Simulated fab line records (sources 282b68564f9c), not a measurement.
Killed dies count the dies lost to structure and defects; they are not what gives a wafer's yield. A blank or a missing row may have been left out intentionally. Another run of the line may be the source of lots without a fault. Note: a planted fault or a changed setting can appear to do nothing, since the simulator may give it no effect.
A sampling plan put to the test -- flow rit-cmos -- each of the 10 faults these records tell of, on one fab line, judged from the records of the lots it struck
The line's own looks make up the plan; these are the steps of the route where a gauge or inspection reads the wafer and leaves it unchanged. Where struck wafers have a number at a look and the file lists that look's usual mean and standard deviation on fault-free wafers, the look can be judged. Caught: the struck wafers' mean, at a look after the fault's first step, is 4 or more of those standard deviations (sigma) away from the usual mean. On the tool: the test repeated on the tool's own readings taken at the fault's steps. If the struck wafers alone have a blank record, or they carry another recipe, that too counts as caught.

THE FAULTS, as the simulator had put them in
1. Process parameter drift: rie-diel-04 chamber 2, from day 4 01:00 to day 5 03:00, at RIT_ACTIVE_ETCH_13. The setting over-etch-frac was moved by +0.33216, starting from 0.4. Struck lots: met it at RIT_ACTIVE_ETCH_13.
2. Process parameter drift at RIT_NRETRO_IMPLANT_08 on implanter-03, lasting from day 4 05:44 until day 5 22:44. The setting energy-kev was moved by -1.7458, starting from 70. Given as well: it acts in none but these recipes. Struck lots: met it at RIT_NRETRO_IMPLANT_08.
3. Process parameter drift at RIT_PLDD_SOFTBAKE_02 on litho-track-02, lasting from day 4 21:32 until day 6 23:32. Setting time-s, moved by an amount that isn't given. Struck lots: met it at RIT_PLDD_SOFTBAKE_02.
4. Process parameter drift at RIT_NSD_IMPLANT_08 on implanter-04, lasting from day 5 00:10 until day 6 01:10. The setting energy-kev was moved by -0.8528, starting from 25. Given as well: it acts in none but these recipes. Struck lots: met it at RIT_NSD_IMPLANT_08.
5. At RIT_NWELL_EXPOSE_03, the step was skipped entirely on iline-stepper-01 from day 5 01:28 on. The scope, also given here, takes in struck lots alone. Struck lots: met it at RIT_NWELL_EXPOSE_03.
6. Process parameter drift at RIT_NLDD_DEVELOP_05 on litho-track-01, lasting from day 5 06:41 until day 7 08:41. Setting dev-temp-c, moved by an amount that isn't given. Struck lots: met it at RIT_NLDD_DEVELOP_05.
7. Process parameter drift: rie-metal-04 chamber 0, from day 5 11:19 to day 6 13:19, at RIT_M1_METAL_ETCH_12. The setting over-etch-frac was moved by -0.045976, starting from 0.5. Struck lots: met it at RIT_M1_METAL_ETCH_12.
8. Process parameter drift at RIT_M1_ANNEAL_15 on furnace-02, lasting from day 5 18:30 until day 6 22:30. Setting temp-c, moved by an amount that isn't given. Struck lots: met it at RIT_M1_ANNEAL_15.
9. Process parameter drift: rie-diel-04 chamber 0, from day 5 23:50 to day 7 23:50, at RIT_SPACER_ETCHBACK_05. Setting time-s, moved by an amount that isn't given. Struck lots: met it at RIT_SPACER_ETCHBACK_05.
10. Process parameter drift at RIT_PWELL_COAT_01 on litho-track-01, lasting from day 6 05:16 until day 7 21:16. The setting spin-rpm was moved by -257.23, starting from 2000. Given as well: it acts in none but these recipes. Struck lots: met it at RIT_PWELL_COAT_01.

WHAT THE PLAN SAW
fault,on the tool itself,first look that catches it,"reading, sigma",median hours from its first step to that look,hours from the fault's start to the first struck lot there,judged looks passed uncaught
1,oes-product-au -8.6 sigma,no look after it can be judged,-,-,-,0
2,beam-energy-keV -83 sigma,none of the 2 looks that can be judged after it,-,-,-,2
3,run-length-s -50 sigma,no look after it can be judged,-,-,-,0
4,beam-energy-keV -99 or beyond sigma,no look after it can be judged,-,-,-,0
5,no reading that can be judged,not the one look that can be judged after it,-,-,-,1
6,developer-temp-C +26 sigma,not the one look that can be judged after it,-,-,-,1
7,under 2 sigma,no look after it can be judged,-,-,-,0
8,tube-center-temp-C +99 or beyond sigma,no look after it can be judged,-,-,-,0
9,run-length-s +33 sigma,no look after it can be judged,-,-,-,0
10,spin-speed-rpm -99 or beyond sigma,no look after it can be judged,-,-,-,0
A dash: the fault is not caught, or the number is missing from these records.

Caught at a look: 0 of 10. Caught on the tool: 8 of 10. By one or the other: 8 of 10.
On the tool alone, faults 1, 2, 3, 4, 6, 8, 9, 10 were caught.
Caught by neither: faults 5, 7.
